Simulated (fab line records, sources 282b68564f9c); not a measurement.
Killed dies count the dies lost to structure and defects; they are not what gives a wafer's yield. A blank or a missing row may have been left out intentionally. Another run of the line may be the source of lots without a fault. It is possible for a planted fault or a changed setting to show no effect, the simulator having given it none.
A struck lot beside a sound one -- flow rit-cmos -- 15 out of 202 route steps
Sound: wafers L996.2, L996.5, L996.6. Struck: wafers L101.2, L101.5, L101.6. Last of all comes the cause.
Order at every step that has rows: each side's tool, ch and its chambers, its first start. Under that, the readings that differ: sound wafers -- struck wafers -- difference of the means -- sigmas: that difference in standard deviations of wafers without a fault.
alike: same words and numbers on both sides, and readings whose means sit less than 2 such deviations apart. not compared: any withheld reading, any reading some wafer has no value for, any bound like >300 that may hide the same value, and any number with overlapping values for which the record gives no deviation.
A row with sigmas, a row that says differs or no value, or rows on one side alone: a step with any of these is where the two part. When numbers do not overlap yet have no deviation, they are printed without sigmas and do not part them. A reading missing from all wafers of one side parts the sides only when that side holds two or more wafers.

first, 4 steps without rows for these wafers: RIT_PLDD_SOFTBAKE_02 (time 60 s); RIT_PLDD_EXPOSE_03 (exposes mask M8, target cd 40900 nm); RIT_PLDD_PEB_04; RIT_PLDD_DEVELOP_05 (develop time 50 s).
RIT_PLDD_OVL_MEAS_06:
  sound on overlay-01, day 3 14:48; struck on overlay-02, day 4 16:56
reading,sound,struck,difference,sigmas
PLDD_OVL (nm),2.3 0.3 1.9,-1.5 -1.8 -1.2,-3.0,-2
then, 2 steps without rows for these wafers: RIT_PLDD_HARDBAKE_07 (time 60 s); RIT_PLDD_IMPLANT_08.
RIT_PLDD_STRIP_09: strips in O2, time 180 s.
  sound on plasma-asher-01 ch 0,1, day 3 15:08; struck on plasma-asher-01 ch 0,1, day 4 17:20
  alike: drypump-motor-current-A
  not compared: rf-hours-counter-h
RIT_PLDD_TW_MEAS_10:
  sound on film-metro-01, day 3 15:19; struck on film-metro-04, day 4 17:31
  alike: PLDD_TW
then, 3 steps without rows for these wafers: RIT_SPACER_CLEAN_00 (cleans in SC1, time 600 s); RIT_SPACER_CLEAN_01 (cleans in dHF, time 30 s); RIT_SPACER_CLEAN_02 (cleans in SC2, time 600 s).
RIT_SPACER_CVD_03: deposits Si3N4 from SiH2Cl2/NH3, target thk 250 nm, time 3300 s.
  sound on lpcvd-02 ch 0, day 3 15:44; struck on lpcvd-02 ch 1, day 4 17:58
reading,sound,struck,difference,sigmas
model.Si3N4_of_SPACER_CVD_03.thk-nm (nm),251.6 251.8 251.1,370.9 369.6 371,+119.0,
  alike: spike-tc-load-C, zone-power-load-pct
RIT_SPACER_THK_MEAS_04:
  sound on film-metro-03, day 3 17:40; struck on film-metro-02, day 4 19:53
reading,sound,struck,difference,sigmas
SPACER_NITRIDE_THK (nm),251.5 251.9 251.2,370.8 369.6 371.2,+119.0,+50
RIT_SPACER_ETCHBACK_05: etches Si3N4 in SF6/CHF3, stops on SiO2, target depth 250 nm, time 240 s.
  sound on rie-diel-01 ch 0,3, day 3 17:43; struck on rie-diel-02 ch 1,2, day 4 19:56
reading,sound,struck,difference,sigmas
oes-product-au (a.u.),0.834 0.858 0.848,0.975 0.973 0.981,+0.130,+10
model.Si3N4_of_SPACER_CVD_03.thk-nm (nm),197.9 198.7 197.6,293.3 290.7 293.2,+94.3,
model.etch.depth-nm (nm),251.6 251.8 251.1,302.2 308.6 303.2,+53.2,
  alike: drypump-motor-current-A, throttle-valve-pct
  not compared: rf-hours-counter-h

== WHERE THEY PART ==
At RIT_PLDD_OVL_MEAS_06 first; at RIT_SPACER_ETCHBACK_05 last (within this record only).

WHY: whatever the simulator had introduced
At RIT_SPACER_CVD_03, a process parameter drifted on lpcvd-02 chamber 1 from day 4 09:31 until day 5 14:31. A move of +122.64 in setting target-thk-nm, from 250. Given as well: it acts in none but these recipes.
